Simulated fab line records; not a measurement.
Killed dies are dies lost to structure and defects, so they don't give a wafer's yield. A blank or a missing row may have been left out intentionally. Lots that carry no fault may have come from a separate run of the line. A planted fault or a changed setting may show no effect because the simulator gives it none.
Chamber matching / flow berkeley cmos170 / 4 sister chambers for UCB170_CONTACT_ETCH_17 on rie diel-01
The step etches BARC in N2/H2. 4 wafers are shown with their chamber, then 7 later ones without.

== WAFERS, EACH WITH ITS CHAMBER ==
wafer=L692.6; chamber=3; drypump motor current A (A)=5.8
wafer=L702.2; chamber=1; drypump motor current A (A)=6.5
wafer=L707.4; chamber=0; drypump motor current A (A)=5.2
wafer=L707.5; chamber=2; drypump motor current A (A)=6.1

== WAFERS MISSING THEIR CHAMBER ==
wafer=L707.6; drypump motor current A (A)=5.8
wafer=L709.2; drypump motor current A (A)=6.1
wafer=L709.5; drypump motor current A (A)=5.8
wafer=L709.6; drypump motor current A (A)=5.1
wafer=L710.3; drypump motor current A (A)=6.5
wafer=L710.5; drypump motor current A (A)=6.5
wafer=L710.6; drypump motor current A (A)=5.1

== WHICH CHAMBER EACH ONE RAN IN ==
wafer=L707.6; from the rows above=3; in truth=3
wafer=L709.2; from the rows above=2; in truth=2
wafer=L709.5; from the rows above=3; in truth=3
wafer=L709.6; from the rows above=0; in truth=0
wafer=L710.3; from the rows above=1; in truth=1
wafer=L710.5; from the rows above=1; in truth=1
wafer=L710.6; from the rows above=0; in truth=0
Correct placement for 7 of the 7. Number that these rows cannot place: 0. Wrongly placed: 0.
How it was worked out, from the rows above alone: a wafer's distance from a chamber is the root of the sum, over the readings, of the square of ((its reading less the chamber's mean) divided by the reading's scatter). The wafer belongs to the nearest chamber; if the next one is less than 2 further off, it can't be placed. A chamber's mean is the mean of its shown wafers. The scatter (one wafer shown for each chamber): square how far every hidden wafer sits from the nearest shown wafer, average those squares and take the square root.
